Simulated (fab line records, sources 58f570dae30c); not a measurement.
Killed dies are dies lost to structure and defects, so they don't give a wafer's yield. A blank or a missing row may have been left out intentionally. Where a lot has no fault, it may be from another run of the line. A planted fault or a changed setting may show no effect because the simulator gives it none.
Split-lot experiment :: flow berkeley cmos170 :: route with 331 steps; 5 lots, 27 wafers read

SPLIT DETAILS
At UCB170_CONTACT_ETCH_18 (etches PSG in CHF3/CF4/Ar, stops on TiSi2, target depth 840 nm, time 195 s), the setting target depth a was moved away from the recipe's 8400 angstrom on 12 of the 27 wafers read, by -46.2% to +44.6%. The other wafers ran this setting at the recipe's value.

The reading is taken at the split's own step.

THE READING
oes product au, in a.u., at UCB170_CONTACT_ETCH_18 (etches PSG in CHF3/CF4/Ar, stops on TiSi2, target depth 840 nm, time 195 s). A value of 0.904 a.u. with a standard deviation of 0.017 a.u. is what fault-free wafers of this fab line usually give.

wafer: L079.1
tool, chamber at the split: rie diel-03, 3
target depth a as run, angstrom: 6512
against the recipe: -22.5%
oes product au, a.u.: 1.008
against lot-mates on the recipe: +0.081

wafer: L079.2
tool, chamber at the split: rie diel-03, 0
target depth a as run, angstrom: 8400
against the recipe: recipe
oes product au, a.u.: 0.924
against lot-mates on the recipe: -

wafer: L079.3
tool, chamber at the split: rie diel-03, 2
target depth a as run, angstrom: 8400
against the recipe: recipe
oes product au, a.u.: 0.930
against lot-mates on the recipe: -

wafer: L079.4
tool, chamber at the split: rie diel-03, 0
target depth a as run, angstrom: 8400
against the recipe: recipe
oes product au, a.u.: 0.926
against lot-mates on the recipe: -

wafer: L079.5
tool, chamber at the split: rie diel-03, 2
target depth a as run, angstrom: 6512
against the recipe: -22.5%
oes product au, a.u.: 1.037
against lot-mates on the recipe: +0.110

wafer: L079.6
tool, chamber at the split: rie diel-03, 3
target depth a as run, angstrom: 6512
against the recipe: -22.5%
oes product au, a.u.: 1.005
against lot-mates on the recipe: +0.078

wafer: L083.1
tool, chamber at the split: rie diel-02, 1
target depth a as run, angstrom: 8400
against the recipe: recipe
oes product au, a.u.: 0.890
against lot-mates on the recipe: -

wafer: L083.2
tool, chamber at the split: rie diel-02, 0
target depth a as run, angstrom: 10520
against the recipe: +25.2%
oes product au, a.u.: 0.809
against lot-mates on the recipe: -0.094

wafer: L083.3
tool, chamber at the split: rie diel-02, 3
target depth a as run, angstrom: 8400
against the recipe: recipe
oes product au, a.u.: 0.894
against lot-mates on the recipe: -

wafer: L083.4
tool, chamber at the split: rie diel-02, 2
target depth a as run, angstrom: 10520
against the recipe: +25.2%
oes product au, a.u.: 0.804
against lot-mates on the recipe: -0.099

wafer: L083.5
tool, chamber at the split: rie diel-02, 2
target depth a as run, angstrom: 8400
against the recipe: recipe
oes product au, a.u.: 0.924
against lot-mates on the recipe: -

wafer: L083.6
tool, chamber at the split: rie diel-02, 1
target depth a as run, angstrom: 10520
against the recipe: +25.2%
oes product au, a.u.: 0.787
against lot-mates on the recipe: -0.116

wafer: L082.3
tool, chamber at the split: rie diel-01, 3
target depth a as run, angstrom: 8400
against the recipe: recipe
oes product au, a.u.: 0.876
against lot-mates on the recipe: -

wafer: L082.4
tool, chamber at the split: rie diel-01, 1
target depth a as run, angstrom: 8400
against the recipe: recipe
oes product au, a.u.: 0.897
against lot-mates on the recipe: -

wafer: L082.5
tool, chamber at the split: rie diel-01, 3
target depth a as run, angstrom: 8400
against the recipe: recipe
oes product au, a.u.: 0.875
against lot-mates on the recipe: -

wafer: L080.1
tool, chamber at the split: rie diel-03, 3
target depth a as run, angstrom: 4515
against the recipe: -46.2%
oes product au, a.u.: 1.018
against lot-mates on the recipe: +0.094

wafer: L080.2
tool, chamber at the split: rie diel-03, 0
target depth a as run, angstrom: 4515
against the recipe: -46.2%
oes product au, a.u.: 1.033
against lot-mates on the recipe: +0.109

wafer: L080.3
tool, chamber at the split: rie diel-03, 2
target depth a as run, angstrom: 8400
against the recipe: recipe
oes product au, a.u.: 0.929
against lot-mates on the recipe: -

wafer: L080.4
tool, chamber at the split: rie diel-03, 2
target depth a as run, angstrom: 8400
against the recipe: recipe
oes product au, a.u.: 0.922
against lot-mates on the recipe: -

wafer: L080.5
tool, chamber at the split: rie diel-03, 3
target depth a as run, angstrom: 4515
against the recipe: -46.2%
oes product au, a.u.: 1.014
against lot-mates on the recipe: +0.090

wafer: L080.6
tool, chamber at the split: rie diel-03, 0
target depth a as run, angstrom: 8400
against the recipe: recipe
oes product au, a.u.: 0.922
against lot-mates on the recipe: -

wafer: L084.1
tool, chamber at the split: rie diel-02, 0
target depth a as run, angstrom: 12150
against the recipe: +44.6%
oes product au, a.u.: 0.758
against lot-mates on the recipe: -0.159

wafer: L084.2
tool, chamber at the split: rie diel-02, 1
target depth a as run, angstrom: 12150
against the recipe: +44.6%
oes product au, a.u.: 0.739
against lot-mates on the recipe: -0.178

wafer: L084.3
tool, chamber at the split: rie diel-02, 2
target depth a as run, angstrom: 8400
against the recipe: recipe
oes product au, a.u.: 0.929
against lot-mates on the recipe: -

wafer: L084.4
tool, chamber at the split: rie diel-02, 3
target depth a as run, angstrom: 8400
against the recipe: recipe
oes product au, a.u.: 0.895
against lot-mates on the recipe: -

wafer: L084.5
tool, chamber at the split: rie diel-02, 3
target depth a as run, angstrom: 12150
against the recipe: +44.6%
oes product au, a.u.: 0.731
against lot-mates on the recipe: -0.186

wafer: L084.6
tool, chamber at the split: rie diel-02, 2
target depth a as run, angstrom: 8400
against the recipe: recipe
oes product au, a.u.: 0.928
against lot-mates on the recipe: -

FIT RESULTS
A straight line over all 27 wafers: oes product au changes by -0.00338 a.u. for each +1% of target depth a; r = -0.95; the points scatter about the line by 0.027 a.u.
The same after taking each lot's own level away (the mean of its wafers on the recipe; 27 wafers): -0.0032 a.u. for each +1%; r = -0.96; scatter 0.024 a.u.
The reading moves by 0.15 a.u. for the largest change in target depth a, on that fit.
The lots' own levels span 0.8827 to 0.9267 a.u., that is 2.6 times the standard deviation above.
Hence the lot-to-lot level has little effect on the slope; both slopes agree.
Check: +0.148 a.u. against its lot-mates is what the line predicts for one of the wafers moved furthest among these (-46.2%) when that wafer is left out of the fit. It came out at +0.0937 a.u. against them.
Tool readings at the split's step, against how far the setting was moved: oes product au r = -0.95.

THE OTHER SPLITS THESE WAFERS WENT THROUGH
Note: prior to the reading, these wafers also went through further splits. Each is held against what the fit with the lots' levels taken away leaves over:
other split on the same wafers: UCB170_PWELL_CVD_05 time s
wafers away from the commonest value: 18
r with oes product au (lot level and that fit taken away): -0.02

other split on the same wafers: UCB170_SPACER_CVD_00 time s
wafers away from the commonest value: 9
r with oes product au (lot level and that fit taken away): -0.44

THE WHOLE CHAIN: every reading that the file lists as answering this split, in the file's order
step: UCB170_CONTACT_ETCH_18
what it does: etches PSG in CHF3/CF4/Ar, stops on TiSi2, target depth 840 nm, time 195 s
reading: oes product au
change (the file's fit): -0.00321 a.u. for each +1% of the setting
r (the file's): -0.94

step: UCB170_CONTACT_ETCH_18
what it does: etches PSG in CHF3/CF4/Ar, stops on TiSi2, target depth 840 nm, time 195 s
reading: CONTACT.feature depth nm (the simulator's own value, which no gauge read)
change (the file's fit): not straight: 453.6 at the lowest setting, 701.3 at the recipe, 707.8 at the highest
r (the file's): not given

step: UCB170_CONTACT_ETCH_18
what it does: etches PSG in CHF3/CF4/Ar, stops on TiSi2, target depth 840 nm, time 195 s
reading: etch.depth nm (the simulator's own value, which no gauge read)
change (the file's fit): not straight: 453.6 at the lowest setting, 701.3 at the recipe, 707.8 at the highest
r (the file's): not given

step: UCB170_CONTACT_ETCH_18
what it does: etches PSG in CHF3/CF4/Ar, stops on TiSi2, target depth 840 nm, time 195 s
reading: KrF_of_CONTACT_COAT_10.thk nm (the simulator's own value, which no gauge read)
change (the file's fit): -2 nm for each +1% of the setting
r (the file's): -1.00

THE FILE'S OWN FIT
oes product au changes by -0.00321 a.u. for each +1% of target depth a, r = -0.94.
